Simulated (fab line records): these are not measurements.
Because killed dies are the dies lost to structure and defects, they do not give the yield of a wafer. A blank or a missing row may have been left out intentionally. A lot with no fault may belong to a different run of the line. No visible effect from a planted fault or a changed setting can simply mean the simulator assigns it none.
Code-filled problem report in 8D (eight disciplines) form | flow rit cmos | the parts of the form that need people (team, actions taken, sign-off) are left out

== 1. PROBLEM STATEMENT ==
At RIT_PWELL_STRIP_09, o2 flow sccm averages 6009 sccm over 2 wafers from 2 lots, while fault-free wafers read 4000 sccm, standard deviation 11. So: +99 or more standard deviations from the usual mean.
The step: strips in O2, time 180 s.
Earliest sighting: wafer L773.4 on plasma asher-01 at day 4 18:09. At this step, 42 wafers from 14 lots have a number in the record. Rule for "out" (also "out of limits"): further than 4 standard deviations from the usual mean. All remaining wafers that have a number are taken as sound.

== 2. WHAT IT IS; WHAT IT IS NOT ==
question                    | is               | is not
which readings at this step | o2 flow sccm     | drypump motor current A
which lots                  | L773, L779       | L760, L761, L762, L763, L764, L765, L767, L768, L769, L770, L777, L781
which wafers of those lots  | L773.4, L779.1   | L773.2, L773.5, L779.2, L779.3
read on which tools         | plasma asher-01  | plasma asher-02, plasma asher-03
when                        | from day 4 18:09 | up to then (32 sound wafers); but 8 sound wafers of L777, L779, L781 came after

== 3. WHAT RULES OUT EACH SUSPECT ==
Counting: any tool at a process step up to the reading remains a suspect provided it ran every lot that is out. Sound lots after the first of them don't rule it out here, since some wafers of a struck lot are sound.
- plasma asher-01 at RIT_PWELL_STRIP_09 (strips in O2, time 180 s): kept. It ran every lot that is out, first L773 (day 4 18:09); its last sound lot up to then is L770 (day 4 04:21). Its own o2 flow sccm readings are out on those wafers.
- Within plasma asher-01 at RIT_PWELL_STRIP_09: the wafers that are out ran in chamber 1; their sound lot-mates ran in chamber 0.
The count leaves plasma asher-01 at RIT_PWELL_STRIP_09.

== 4. THE CAUSE (what the simulator had put in) ==
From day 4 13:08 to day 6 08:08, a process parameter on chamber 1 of plasma asher-01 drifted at RIT_PWELL_STRIP_09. A move of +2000 in setting o2 flow sccm, from 4000. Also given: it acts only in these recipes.
The count eliminated every tool but this one.

== 5. THE EFFECT CHAIN, in route order ==
Each row: a reading whose mean over the struck wafers that have a number lies more than 3 standard deviations from the usual. Only readings for which the record gives a usual standard deviation are gone through. hours: the time from each lot's start at the first step in this table that gives one to its start at this step, as a median over the lots. sigmas: the change in usual standard deviations.
hours | step               | reading      | usual     | on struck wafers | change | sigmas
0     | RIT_PWELL_STRIP_09 | o2 flow sccm | 4000 sccm | 6009             | +2009  | +99 or more
Here are the process steps it includes:
- RIT_PWELL_STRIP_09: strips in O2, time 180 s.

== 6. HOW IT WOULD HAVE BEEN CAUGHT EARLIER ==
In this record the first reading out of limits was taken at day 4 18:09, 5 hours after the fault began at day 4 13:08.
